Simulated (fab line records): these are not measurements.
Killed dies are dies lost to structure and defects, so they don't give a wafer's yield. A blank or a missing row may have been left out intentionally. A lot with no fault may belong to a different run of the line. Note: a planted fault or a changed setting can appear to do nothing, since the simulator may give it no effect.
A struck lot beside a sound one | flow rit_cmos | 16 steps out of a route of 202
Sound: wafers L160.2, L160.5, L160.6. Struck: wafers L172.3, L172.4, L172.6. The cause is given at the end.
At each step with rows: each side's tool, then ch and its chambers, then its first start. Under that, the readings that differ: sound wafers | struck wafers | difference of the means | sigmas: that difference in standard deviations of wafers without a fault.
alike: readings whose means differ by less than 2 such deviations, and words and numbers that are the same on both sides. not compared: withheld readings, readings that some wafer has no value for, bounds like >300 that may hide the same value, and numbers for which the record gives no deviation and whose values overlap.
The two part at a step that has a row with sigmas, a row that says differs or no value, or rows on one side only. Non-overlapping numbers with no deviation appear without sigmas and do not part them. A reading missing from all wafers of one side parts the sides only when that side holds two or more wafers.

RIT_CONTACT_STRIP_12: strips in O2, time 180 s.
  sound on plasma_asher-03 ch 0,1, day 3 14:31; struck on plasma_asher-03 ch 0,1, day 6 05:57
  alike: chamber_pressure_mTorr, drypump_motor_current_A
  not compared: rf_hours_counter_h
RIT_CONTACT_CD_MEAS_90: target cd 1000 nm.
  sound: cd_sem-02 at day 3 14:43; struck: cd_sem-01 at day 6 06:06
  alike: cd_nm
then, 2 steps without rows for these wafers: RIT_CONTACT_CLEAN_13 (cleans in SC1, time 600 s); RIT_CONTACT_CLEAN_14 (cleans in SC2, time 600 s).
RIT_M1_SPUTTER_00: material Al, target thk 400 nm, time 500 s.
  sound: pvd_sputter-01 at day 3 15:10; struck: pvd_sputter-01 at day 6 06:33
  alike: chamber_pressure_pa, throttle_valve_pct
RIT_M1_RS_MEAS_01: the measuring method here is four-point-probe.
  sound: film_metro-02 at day 3 15:29; struck: film_metro-03 at day 6 06:53
  reading           | sound                | struck               | difference | sigmas
  M1_AL_RS (ohm/sq) | 0.0763 0.0763 0.0756 | 0.0732 0.0741 0.0733 | -0.0025    | -3
RIT_M1_THK_MEAS_02: measures by xrf.
  sound: film_metro-02 at day 3 15:36; struck: film_metro-03 at day 6 06:59
  reading        | sound       | struck      | difference | sigmas
  M1_AL_THK (nm) | 380 380 384 | 399 392 397 | +15        | +3
then, 5 steps without rows for these wafers: RIT_M1_HMDS_03 (prime time 60 s); RIT_M1_COAT_04 (resist thk 1300 nm); RIT_M1_SOFTBAKE_05 (time 60 s); RIT_M1_EXPOSE_06 (exposes mask M12, target cd 2600 nm); RIT_M1_PEB_07.
RIT_M1_DEVELOP_08: develop time 68 s.
  sound on litho_track-04 ch 0, day 3 16:00; struck on litho_track-04 ch 0, day 6 08:00
  reading              | sound             | struck            | difference | sigmas
  developer_temp_C (C) | 22.96 22.99 22.99 | 25.30 25.33 25.49 | +2.39      | +22
RIT_M1_CD_MEAS_09: target cd 2600 nm.
  sound: cd_sem-02 at day 3 16:42; struck: cd_sem-01 at day 6 08:10
  reading    | sound                | struck               | difference | sigmas
  cd_nm (nm) | 2598.8 2597.6 2596.4 | 2610.0 2608.3 2606.4 | +10.6      | +4
RIT_M1_OVL_MEAS_10:
  sound: overlay-01 at day 3 16:48; struck: overlay-02 at day 6 08:16
  alike: M1_OVL
RIT_M1_PROBE_99:
  sound: prober-01 at day 3 19:40; struck: prober-02 at day 6 10:55
  alike: defect_limited_yield, killed_at_M0_to_M3, killed_at_front_end, killed_dies, killed_open, killed_short, sort_bin_3_pad_short, sort_bin_5_function, sort_bin_6_memory, sort_n_pass, sort_yield_pct

== WHERE THEY PART ==
Earliest at RIT_M1_RS_MEAS_01; latest, in this record, at RIT_M1_CD_MEAS_09. Later steps at which nothing parts them and some readings are alike: RIT_M1_OVL_MEAS_10, RIT_M1_PROBE_99.

WHY: what had been put in by the simulator
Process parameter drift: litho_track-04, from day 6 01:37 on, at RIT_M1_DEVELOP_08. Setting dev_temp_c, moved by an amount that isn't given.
